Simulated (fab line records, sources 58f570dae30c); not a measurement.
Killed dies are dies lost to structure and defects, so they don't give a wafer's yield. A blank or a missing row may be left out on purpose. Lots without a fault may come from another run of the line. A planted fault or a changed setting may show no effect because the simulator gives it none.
Chamber matching | flow berkeley_cmos170 | UCB170_V1_CMP_02 on cmp-02: 4 sister chambers
The step polishes SiO2. 4 wafers are shown with their chamber, then 7 later ones without.

WAFERS WITH THEIR CHAMBER
wafer  | chamber | motor_current_A (A)
L862.3 | 2       | 12.3
L865.6 | 0       | 15.2
L870.3 | 3       | 15.8
L870.4 | 1       | 19.5

WAFERS WITHOUT THEIR CHAMBER
wafer  | motor_current_A (A)
L870.5 | 12.9
L869.1 | 12.2
L869.2 | 15.3
L869.6 | 20.9
L871.1 | 13.2
L871.3 | 15.3
L871.6 | 15.4

WHICH CHAMBER EACH WENT THROUGH
wafer  | from the rows above     | in truth
L870.5 | 2                       | 2
L869.1 | 2                       | 2
L869.2 | can't be placed: 0 or 3 | 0
L869.6 | 1                       | 1
L871.1 | can't be placed: 2 or 0 | 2
L871.3 | can't be placed: 0 or 3 | 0
L871.6 | can't be placed: 0 or 3 | 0
Placed correctly: 3 of 7. Can't be placed from these rows: 4 (the true chamber is among the candidates in 4). Placed wrongly: 0.
How it was worked out, from the rows above alone: a wafer's distance from a chamber is the root of the sum, over the readings, of the square of ((its reading less the chamber's mean) divided by the reading's scatter). The wafer belongs to the nearest chamber; if the next one is less than 2 further off, it can't be placed. A chamber's mean is the mean of its shown wafers. The scatter: with one shown wafer a chamber, the root of the mean of the squares of how far each hidden wafer lies from its nearest shown one.
